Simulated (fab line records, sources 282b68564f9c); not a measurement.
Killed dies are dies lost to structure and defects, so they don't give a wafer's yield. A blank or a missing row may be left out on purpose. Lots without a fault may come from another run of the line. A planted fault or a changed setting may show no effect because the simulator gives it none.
fab line records | flow rit_cmos
record lots=6 wafers=18 last_day=7
route steps=202 shown CONTACT@181 M1@184
lots that met no fault: from a run of the same line without faults
start_h: hours from the record's first day to the start of the lot's first wafer shown | wait_h: hours since the lot's step before | " the same as in the row above | L1.1+2: a row that stands for several wafers | - no value, or no start given | * or withheld: withheld | < > ~ a bound
route shown NAME@n: a module of which the file shows steps, and the number in the route of the first | usual: mean/standard deviation of fault-free wafers | same: alike in all rows | chamber/n: place in a boat | sites: the reading at each site | _std_site: their standard deviation | _edge_site: outer sites' mean less inner sites' | radius_mm: how far each site lies from the wafer's centre | mask NAME#n: copy n | behind: the tool/chamber that last shaped the wafer | hold: why the lot was held/for how many hours/how that ended | device: the transistor (n, p or np) that didn't switch | end of line: the same wafers' tests at the end of the route | a step without rows: its recipe alone | killed: dies lost to structure and defects at the first sort, not the wafer's yield | map: a wafer's dies, x killed, . not, _ none there
set.NAME: the setting as run; set.NAME@STEP: as run at that earlier step | model.NAME: the simulator's own value behind a step, which no gauge read
lots at some steps of the route; a table a step, a row a wafer
services: from which hour (start_h, from the record's first day; less than 0 if before it) a tool's chamber was out of use, for how many hours, and why
## steps
# step RIT_CONTACT_CD_MEAS_90
# recipe target_cd_nm=1000
# usual cd_nm=999.6/2.4
# columns lot.wafer tool chamber start_h wait_h cd_nm
L610.2 cd_sem-01 - 72.25 0.1 998.5
L610.3 " - " " 1000.7
L610.5 " - " " 997.8
L615.1 cd_sem-01 - 94.19 0.1 1003.6
L615.2 " - " " 1003.5
L615.5 " - " " 1003.9
L616.1 cd_sem-01 - 100.21 0.1 999.7
L616.2 " - " " 998.0
L616.3 " - " " 999.1
L617.1 cd_sem-01 - 103.35 0.2 998.6
L617.2 " - " " 998.3
L617.3 " - " " 995.8
L627.1 cd_sem-02 - 155.18 0.1 1000.3
L627.2 " - " " 1001.0
L627.5 " - " " 1001.6
L629.1 cd_sem-01 - 168.60 0.1 1003.1
L629.2 " - " " 1001.7
L629.3 " - " " 1002.2
# step RIT_CONTACT_CLEAN_13
# recipe chemistry=SC1 mix=3:3:50 time_s=600 temp_c=75
# step RIT_CONTACT_CLEAN_14
# recipe chemistry=SC2 mix=3:3:50 time_s=600 temp_c=75 dry=n2_spin
# step RIT_M1_SPUTTER_00
# recipe material=Al target_thk_nm=400 power_w=2000 chamber_pressure_pa=0.4 gas=Ar time_s=487 substrate_temp_c=25
# usual throttle_valve_pct=29.7/0.92
# columns lot.wafer tool chamber start_h wait_h throttle_valve_pct
L610.2 pvd_sputter-04 - 72.70 0.0 30.3
L610.3 " - " " 29.1
L610.5 " - " " 30.0
L615.1 pvd_sputter-01 - 94.66 0.0 29.9
L615.2 " - " " 28.7
L615.5 " - " " 28.8
L616.1 pvd_sputter-02 - 100.68 0.0 28.2
L616.2 " - " " 29.3
L616.3 " - " " 31.5
L617.1 pvd_sputter-01 - 103.84 0.0 28.3
L617.2 " - " " 30.9
L617.3 " - " " 29.2
L627.1 pvd_sputter-01 - 155.65 0.0 30.0
L627.2 " - " " 30.6
L627.5 " - " " 30.8
L629.1 pvd_sputter-01 - 169.07 0.0 29.8
L629.2 " - " " 30.8
L629.3 " - " " 28.8
# step RIT_M1_RS_MEAS_01
# recipe thk_meas_gauge=four-point-probe reads=Al_of_M1_SPUTTER_00
# usual M1_AL_RS=0.0750/0.0011
# columns lot.wafer tool chamber start_h wait_h M1_AL_RS[ohm/sq]
L610.2 film_metro-02 - 73.01 0.2 0.0757
L610.3 " - " " 0.0764
L610.5 " - " " 0.0757
L615.1 film_metro-03 - 94.96 0.2 0.0737
L615.2 " - " " 0.0755
L615.5 " - " " 0.0760
L616.1 film_metro-01 - 100.97 0.2 0.0736
L616.2 " - " " 0.0760
L616.3 " - " " 0.0747
L617.1 film_metro-01 - 104.13 0.2 0.0765
L617.2 " - " " 0.0755
L617.3 " - " " 0.0753
L627.1 film_metro-01 - 155.98 0.2 0.0739
L627.2 " - " " 0.0751
L627.5 " - " " 0.0753
L629.1 film_metro-01 - 169.40 0.2 0.0749
L629.2 " - " " 0.0757
L629.3 " - " " 0.0765
# step RIT_M1_THK_MEAS_02
# recipe thk_meas_gauge=xrf reads=Al_of_M1_SPUTTER_00
# usual M1_AL_THK=388/5.7
# columns lot.wafer tool chamber start_h wait_h M1_AL_THK[nm]
L610.2 film_metro-02 - 73.12 0.1 385
L610.3 " - " " 381
L610.5 " - " " 383
L615.1 film_metro-03 - 95.08 0.1 394
L615.2 " - " " 385
L615.5 " - " " 384
L616.1 film_metro-01 - 101.09 0.1 395
L616.2 " - " " 384
L616.3 " - " " 392
L617.1 film_metro-01 - 104.25 0.1 382
L617.2 " - " " 389
L617.3 " - " " 391
L627.1 film_metro-01 - 156.10 0.1 390
L627.2 " - " " 387
L627.5 " - " " 388
L629.1 film_metro-01 - 169.52 0.1 388
L629.2 " - " " 385
L629.3 " - " " 381
# step RIT_M1_HMDS_03
# recipe prime_time_s=60 prime_temp_c=140
# step RIT_M1_COAT_04
# recipe resist=NOVOLAK spin_rpm=2000 resist_thk_nm=1300
# step RIT_M1_SOFTBAKE_05
# recipe resist=NOVOLAK temp_c=90 time_s=60
# step RIT_M1_EXPOSE_06
# recipe mask_id=M12 na=0.6 source_shape=conventional sigma_outer=0.5 target_cd_nm=2600 dose_mj=250
# step RIT_M1_PEB_07
# recipe resist=NOVOLAK temp_c=withheld time_s=withheld
# step RIT_M1_DEVELOP_08
# recipe resist=NOVOLAK develop_time_s=68 dev_temp_c=23
# step RIT_M1_CD_MEAS_09
# recipe target_cd_nm=2600
# usual cd_nm=2600.1/2
# columns lot.wafer tool chamber start_h wait_h cd_nm
L610.2 cd_sem-01 - 74.08 - 2597.2
L610.3 " - " " 2598.0
L610.5 " - " " 2599.8
L615.1 cd_sem-01 - 96.14 - 2597.6
L615.2 " - " " 2596.8
L615.5 " - " " 2598.3
L616.1 cd_sem-01 - 102.25 - 2602.7
L616.2 " - " " 2601.8
L616.3 " - " " 2601.9
L617.1 cd_sem-01 - 105.32 - 2597.7
L617.2 " - " " 2598.5
L617.3 " - " " 2596.6
L627.1 cd_sem-02 - 157.28 - 2601.5
L627.2 " - " " 2602.3
L627.5 " - " " 2599.6
L629.1 cd_sem-02 - 170.46 - 2597.7
L629.2 " - " " 2597.4
L629.3 " - " " 2597.9
# step RIT_M1_OVL_MEAS_10
# usual M1_OVL=0.5/1.4
# columns lot.wafer tool chamber start_h wait_h M1_OVL[nm]
L610.2 overlay-01 - 74.18 0.1 -1.8
L610.3 " - " " 0.3
L610.5 " - " " -1.7
L615.1 overlay-02 - 96.26 0.1 0.2
L615.2 " - " " -0.9
L615.5 " - " " -0.5
L616.1 overlay-02 - 102.37 0.1 0.5
L616.2 " - " " 0.5
L616.3 " - " " -0.7
L617.1 overlay-01 - 105.44 0.1 1.9
L617.2 " - " " 1.7
L617.3 " - " " 1.0
L627.1 overlay-01 - 157.40 0.1 -1.8
L627.2 " - " " -0.6
L627.5 " - " " -0.3
L629.1 overlay-02 - 170.58 0.1 0.2
L629.2 " - " " 2.4
L629.3 " - " " 0.5
# step RIT_M1_HARDBAKE_11
# recipe resist=NOVOLAK temp_c=140 time_s=120
# step RIT_M1_METAL_ETCH_12
# recipe stop_on=SiO2 chemistry=Cl2/BCl3 target=Al time_s=165 over_etch_frac=0.5 pressure_mtorr=100 target_depth_a=6000 rf_w=259.4 Cl2_flow_sccm=60 bcl3_flow_sccm=50
# usual bcl3_flow_sccm=49.98/0.15 chamber_pressure_mTorr=100.01/0.078 drypump_motor_current_A=5.63/0.19 oes_product_au=0.770/0.016 throttle_valve_pct=8.27/0.097
# columns lot.wafer tool chamber start_h wait_h bcl3_flow_sccm chamber_pressure_mTorr drypump_motor_current_A oes_product_au rf_hours_counter_h throttle_valve_pct
L610.2 rie_metal-04 1 74.46 0.2 49.92 100.09 5.71 0.760 3 8.24
L610.3 " 0 " " 50.03 100.15 5.81 0.753 - 8.36
L610.5 " 0 " " 49.96 100.04 5.80 0.753 - 8.36
L615.1 rie_metal-01 0 96.57 0.2 49.83 99.97 5.53 0.783 4 8.36
L615.2 " 1 " " 49.96 99.97 5.58 0.768 4 8.17
L615.5 " 1 " " 49.90 100.07 5.60 0.767 - 8.15
L616.1 rie_metal-04 1 102.72 0.2 49.89 99.93 5.70 0.771 3 8.26
L616.2 " 0 " " 49.86 99.98 5.80 0.759 3 8.36
L616.3 " 0 " " 49.78 100.19 5.80 0.755 - 8.36
L617.1 rie_metal-02 1 105.72 0.2 50.02 99.88 5.81 0.746 36 8.32
L617.2 " 0 " " 50.06 99.95 5.28 0.795 35 8.10
L617.3 " 0 " " 49.85 99.90 5.29 0.796 - 8.11
L627.1 rie_metal-02 1 157.70 0.2 50.06 99.92 5.82 0.800 0 8.35
L627.2 " 0 " " 50.15 99.97 5.26 0.784 0 8.12
L627.5 " 0 " " 50.44 100.12 5.26 0.777 - 8.10
L629.1 rie_metal-02 1 170.87 0.2 49.99 99.91 5.83 0.788 0 8.35
L629.2 " 0 " " 50.16 99.96 5.29 0.779 0 8.10
L629.3 " 0 " " 50.11 99.97 5.24 0.765 - 8.12
# step RIT_M1_STRIP_13
# recipe chemistry=nmp resist=NOVOLAK temp_c=80 time_s=600 dry=n2_spin
# step RIT_M1_STRIP_14
# recipe chemistry=O2 time_s=180 platen_temp_c=withheld power_w=500 pressure_mtorr=4000 o2_flow_sccm=4000
# usual chamber_pressure_mTorr=4000/3.5 drypump_motor_current_A=5.9/0.59
# columns lot.wafer tool chamber start_h wait_h chamber_pressure_mTorr drypump_motor_current_A rf_hours_counter_h
L610.2 plasma_asher-04 0 74.80 0.0 3999 5.9 44
L610.3 " 0 " " 4001 6.0 -
L610.5 " 0 " " 4004 5.9 -
L615.1 plasma_asher-01 1 96.91 0.0 4000 6.0 45
L615.2 " 0 " " 4003 6.6 45
L615.5 " 1 " " 4006 6.0 -
L616.1 plasma_asher-01 1 103.06 0.0 3994 6.0 46
L616.2 " 0 " " 3998 6.6 46
L616.3 " 1 " " 3998 6.0 -
L617.1 plasma_asher-04 1 106.06 0.0 4002 5.2 47
L617.2 " 0 " " 4005 6.0 47
L617.3 " 1 " " 4003 5.2 -
L627.1 plasma_asher-04 0 158.04 0.0 4002 6.0 53
L627.2 " 1 " " 4003 5.2 53
L627.5 " 0 " " 3999 6.0 -
L629.1 plasma_asher-04 0 171.38 0.0 4002 6.0 55
L629.2 " 1 " " 4001 5.2 55
L629.3 " 0 " " 4001 6.0 -
# step RIT_M1_CD_MEAS_90
# recipe target_cd_nm=2600
# usual cd_nm=2599/3.3
# columns lot.wafer tool chamber start_h wait_h cd_nm
L610.2 cd_sem-01 - 75.00 0.1 2595
L610.3 " - " " 2598
L610.5 " - " " 2599
L615.1 cd_sem-01 - 97.15 0.2 2599
L615.2 " - " " 2594
L615.5 " - " " 2595
L616.1 cd_sem-01 - 103.23 0.1 2601
L616.2 " - " " 2604
L616.3 " - " " 2605
L617.1 cd_sem-01 - 106.23 0.1 2595
L617.2 " - " " 2597
L617.3 " - " " 2595
L627.1 cd_sem-01 - 158.21 0.1 2600
L627.2 " - " " 2599
L627.5 " - " " 2595
L629.1 cd_sem-01 - 171.56 0.1 2594
L629.2 " - " " 2595
L629.3 " - " " 2595
# step RIT_M1_ANNEAL_15
# recipe temp_c=450 time_s=1800 ambient=forming_gas_H2N2
# step RIT_M1_BOW_MEAS_16
# recipe mode=bow
# usual M1_BOW=16/6.8
# columns lot.wafer tool chamber start_h wait_h M1_BOW[um]
L610.2 film_metro-02 - 76.62 0.0 16
L610.3 " - " " 26
L610.5 " - " " 15
L615.1 film_metro-01 - 98.77 0.0 5
L615.2 " - " " 22
L615.5 " - " " 17
L616.1 film_metro-03 - 104.85 0.0 16
L616.2 " - " " 18
L616.3 " - " " 20
L617.1 film_metro-01 - 107.85 0.0 -5
L617.2 " - " " 10
L617.3 " - " " 21
L627.1 film_metro-03 - 159.83 0.0 10
L627.2 " - " " 19
L627.5 " - " " 18
L629.1 film_metro-01 - 173.18 0.0 27
L629.2 " - " " 16
L629.3 " - " " 6
# step RIT_M1_PROBE_99
# columns lot.wafer tool chamber start_h wait_h model.etest.pldd.width_nm model.etest.nldd.width_nm model.etest.pplus_sal.width_nm model.etest.nplus_sal.width_nm
L610.2 prober-02 - 76.77 0.1 3177 3185 3456 3445
L610.3 prober-02 - 76.82 0.2 3180 3158 3447 3420
L610.5 prober-02 - 76.92 0.2 3185 3186 3446 3456
L615.1 prober-01 - 98.89 0.1 3194 3181 3462 3485
L615.2 prober-01 - 98.94 0.1 3208 3201 3452 3453
L615.5 prober-01 - 99.09 0.2 3186 3200 3459 3455
L616.1 prober-02 - 104.97 0.1 3180 3180 3456 3462
L616.2 prober-02 - 105.02 0.1 3196 3197 3426 3430
L616.3 prober-02 - 105.07 0.2 3187 3195 3464 3427
L617.1 prober-01 - 107.97 0.1 3151 3159 3435 3440
L617.2 prober-01 - 108.02 0.1 3138 3159 3415 3425
L617.3 prober-01 - 108.07 0.2 3162 3158 3431 3431
L627.1 prober-01 - 159.95 0.1 3207 3212 3460 3442
L627.2 prober-01 - 160.00 0.1 3200 3188 3466 3473
L627.5 prober-01 - 160.15 0.2 3172 3155 3426 3448
L629.1 prober-01 - 173.30 0.1 3251 3210 3495 3490
L629.2 prober-01 - 173.35 0.1 3237 3231 3473 3470
L629.3 prober-01 - 173.40 0.2 3219 3229 3471 3444
# killed by level:class
L610.2 GATE:geometric_particle:open=3 FOX2:geometric_particle:open=1 SPACER:geometric_particle:short=1 SILICIDE:geometric_particle:short=1
L610.3 FOX1:geometric_particle:short=2 FOX1:geometric_particle:open=1 GATE:geometric_particle:short=1 REOX:geometric_particle:open=1 SILICIDE:geometric_particle:short=1
L610.5 GATE:geometric_particle:open=4 GATE:geometric_particle:short=1 SPACER:geometric_particle:open=1
L615.1 GATE:geometric_particle:open=2 SPACER:geometric_particle:short=1
L615.2 GATE:geometric_particle:open=1 SPACER:geometric_particle:open=1 SILICIDE:geometric_particle:open=1
L615.5 GATE:geometric_particle:open=2 FOX2:geometric_particle:open=1 GATE:geometric_particle:short=1
L616.1 FOX1:geometric_particle:short=1 FOX2:geometric_particle:open=1 GATE:geometric_particle:short=1
L616.2 SPACER:geometric_particle:open=3 GATE:geometric_particle:open=2 SPACER:geometric_particle:short=2 FOX1:geometric_particle:open=1 FOX1:geometric_particle:short=1 GATE:geometric_particle:short=1 REOX:geometric_particle:short=1 REOX:geometric_particle:open=1
L616.3 GATE:geometric_particle:short=2 SPACER:geometric_particle:short=2 REOX:geometric_particle:open=1
L617.1 GATE:geometric_particle:open=2 SILICIDE:geometric_particle:short=2 GATE:geometric_particle:short=1 REOX:geometric_particle:short=1
L617.2 REOX:geometric_particle:short=3 FOX1:geometric_particle:open=1 GATE:geometric_particle:open=1 GATE:geometric_particle:short=1 REOX:geometric_particle:open=1 SPACER:geometric_particle:short=1 SILICIDE:geometric_particle:open=1
L617.3 GATE:geometric_particle:open=2 FOX1:geometric_particle:open=1 FOX1:geometric_particle:short=1 REOX:geometric_particle:open=1 SILICIDE:geometric_particle:short=1
L627.1 GATE:geometric_particle:open=2 SILICIDE:geometric_particle:short=2 FOX1:geometric_particle:short=1 SPACER:geometric_particle:open=1 SILICIDE:geometric_particle:open=1
L627.2 GATE:geometric_particle:open=3 SPACER:geometric_particle:open=2 FOX2:geometric_particle:short=1 GATE:geometric_particle:short=1 SILICIDE:geometric_particle:short=1 SILICIDE:geometric_particle:open=1 CONTACT:geometric_particle:short=1
L627.5 FOX1:geometric_particle:open=3 FOX1:geometric_particle:short=1
## services
# columns tool chamber start_h hours kind
plasma_asher-04 - 52.09 2.0 repair
pvd_sputter-02 - 56.65 2.5 repair
plasma_asher-04 - 81.01 2.8 pm
rie_metal-04 - 111.64 0.7 repair
pvd_sputter-01 - 120.80 13.5 repair
rie_metal-02 - 136.14 20.0 pm
rie_metal-02 0 136.14 20.0 vent_cycle
rie_metal-02 1 136.14 20.0 vent_cycle
pvd_sputter-01 - 148.84 2.8 repair
pvd_sputter-02 - 151.51 2.6 repair
rie_metal-02 0 156.14 - clean
rie_metal-02 1 156.14 - clean
## key
first_sign none at tools or gauges
model_effect step=RIT_M1_PROBE_99 value=etest.pldd.width_nm without=3186 struck=3214
met_at RIT_M1_CD_MEAS_09
struck_wafers L627.1,L627.2,L627.5,L629.1,L629.2,L629.3
sort_left_out L629.1,L629.2,L629.3
tester_left_out L627,L629
loop_trim step=RIT_M1_EXPOSE_06 setting=dose lots=L627,L629
also_fits time
earlier_fault kind=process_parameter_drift tool=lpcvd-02 chamber=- onset_h=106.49 steps=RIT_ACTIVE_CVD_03 channel=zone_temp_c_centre offset=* shape=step end_h=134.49
fault kind=metrology_matching_offset tool=cd_sem-02 chamber=- onset_h=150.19 steps=RIT_M1_CD_MEAS_09 param=cd_nm offset=0.33989
# tester_left_out: of these lots the tester's yield and bins aren't shown, on N5 and GAA mostly nor the transistor test; their killed dies are dies lost to structure and defects alone, not to doping, threshold or leakage, so they don't give the yield
# sort_left_out: the simulated sort isn't trusted on such a fault, so these wafers' sort isn't shown, and their yield isn't known
# loop_trim: a control loop set the setting to another value than it would have without faults
